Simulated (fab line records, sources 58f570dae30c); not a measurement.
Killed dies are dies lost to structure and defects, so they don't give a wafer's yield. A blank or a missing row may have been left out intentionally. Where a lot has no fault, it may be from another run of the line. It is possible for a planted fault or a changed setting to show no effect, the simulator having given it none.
Which tool did it? | flow berkeley cmos170 | Sampling: 7 lots, 21 wafers, 2 of 331 route steps

== WHAT EACH GAUGE READ, for each wafer ==
UCB170_SPACER_THK_MEAS_01.
lot  | measured     | on            | SPACER_TEOS_THK (nm)
L914 | day 7 14:47  | film metro-02 | 747 756 750
L915 | day 7 14:52  | film metro-02 | 373 383 379
L924 | day 9 19:56  | film metro-03 | 371 371 370
L928 | day 9 21:37  | film metro-03 | 374 380 381
L927 | day 10 00:32 | film metro-02 | 372 375 376
L931 | day 10 14:52 | film metro-02 | 361 369 371
L933 | day 11 10:38 | film metro-03 | 369 377 378

== TOOL THAT RAN EACH LOT (tool first, then ch and the chambers of the sampled wafers, then the start) ==
lot  | UCB170_SPACER_CVD_00
L914 | pecvd-02 ch 0,1,2, day 7 14:26
L915 | pecvd-01 ch 0,1, day 7 14:49
L924 | pecvd-01 ch 0,1,2, day 9 19:53
L928 | pecvd-04 ch 0,1,2, day 9 21:34
L927 | pecvd-04 ch 0,1,2, day 10 00:30
L931 | pecvd-04 ch 0,1,2, day 10 14:48
L933 | pecvd-01 ch 0,1, day 11 10:35
- UCB170_SPACER_CVD_00: deposits SiO2 from TEOS/O2, target thk 376 nm, time 47 s.

== THE ANSWER, worked out from the rows above alone ==
Rule: the lots themselves supply what counts as usual. Put in order of their means at a reading, lots are off if they are a third of the lots or fewer, leave a main group of 4 or more, and stand apart from it by a gap of 3 or more times the standard deviation of the main group's means; of several such gaps the widest counts. A main group is skipped when, at the precision printed for the reading in the tables above, its means are all equal. Also off: a lot with no number at a reading for which 4 or more lots have one. Any other lot the step has rows for is counted as sound.
Off: at UCB170_SPACER_THK_MEAS_01 (SPACER_TEOS_THK), L914. Mean 374 nm and standard deviation 4 in the main group.
A tool fits if, at a process step before that reading, it ran every lot that is off, and no sound lot after the first of them. The gauges at UCB170_SPACER_THK_MEAS_01 are tried like those tools. One fits: pecvd-02 at UCB170_SPACER_CVD_00. It ran no sound lot before its first lot that is off in this sample, so the start can't be narrowed down.

== WHAT WAS PUT IN BY THE SIMULATOR ==
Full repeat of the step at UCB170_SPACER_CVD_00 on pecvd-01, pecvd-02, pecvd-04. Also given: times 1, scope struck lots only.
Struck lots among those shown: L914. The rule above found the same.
